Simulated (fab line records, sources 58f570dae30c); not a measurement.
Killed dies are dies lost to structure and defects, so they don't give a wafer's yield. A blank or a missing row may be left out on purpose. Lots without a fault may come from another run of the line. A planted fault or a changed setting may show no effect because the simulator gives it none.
Which tool did it? | flow berkeley_cmos170 | 7 lots, 20 wafers sampled, at 3 steps of a route of 331

WHAT THE GAUGES READ, wafer by wafer
UCB170_M2_CD_MEAS_90: target cd 700 nm.
lot  | measured     | on        | cd_nm (nm)
L995 | day 7 13:43  | cd_sem-02 | 703.8 701.5 704.2
L997 | day 8 02:49  | cd_sem-02 | 698.2 695.8 698.7
L999 | day 8 13:24  | cd_sem-01 | 701.1 702.5 697.1
L108 | day 10 13:53 | cd_sem-01 | 682.6 697.9
L111 | day 11 17:33 | cd_sem-02 | 684.1 682.5 700.6
L114 | day 11 20:08 | cd_sem-02 | 703.3 705.7 702.9
L116 | day 12 12:56 | cd_sem-01 | 696.9 694.6 696.4

WHICH TOOL RAN EACH LOT (tool, then ch and the chambers of the sampled wafers, then the start)
lot  | UCB170_M2_METAL_ETCH_18           | UCB170_M2_STRIP_19
L995 | rie_metal-04 ch 0,1, day 7 13:25  | plasma_asher-04 ch 0,1, day 7 13:37
L997 | rie_metal-04 ch 0,1, day 8 02:32  | plasma_asher-04 ch 0,1, day 8 02:43
L999 | rie_metal-01 ch 0,1, day 8 13:05  | plasma_asher-03 ch 0,1, day 8 13:17
L108 | rie_metal-01 ch 0,1, day 10 13:38 | plasma_asher-03 ch 0,1, day 10 13:47
L111 | rie_metal-01 ch 0,1, day 11 17:16 | plasma_asher-02 ch 0,1, day 11 17:27
L114 | rie_metal-04 ch 0,1, day 11 19:50 | plasma_asher-03 ch 0,1, day 11 20:01
L116 | rie_metal-03 ch 0,1, day 12 12:35 | plasma_asher-02 ch 0,1, day 12 12:50
- UCB170_M2_METAL_ETCH_18: etches Al in Cl2/BCl3, stops on SiO2, target depth 1170 nm, time 195 s.
- UCB170_M2_STRIP_19: strips in O2.

THE ANSWER, worked out from the rows above alone
Rule: what is usual is taken from the lots themselves. Put in order of their means at a reading, lots are off if they are a third of the lots or fewer, leave a main group of 4 or more, and stand apart from it by a gap of 3 or more times the standard deviation of the main group's means; of several such gaps the widest counts. A main group whose means are all the same, to the digits that the tables above print for the reading, isn't used. A lot without any number at a reading at which 4 lots or more have one is off too. The other lots that the step has rows for count as sound.
No lot is off at any reading shown: from this, nothing can be told.

WHAT THE SIMULATOR HAD PUT IN
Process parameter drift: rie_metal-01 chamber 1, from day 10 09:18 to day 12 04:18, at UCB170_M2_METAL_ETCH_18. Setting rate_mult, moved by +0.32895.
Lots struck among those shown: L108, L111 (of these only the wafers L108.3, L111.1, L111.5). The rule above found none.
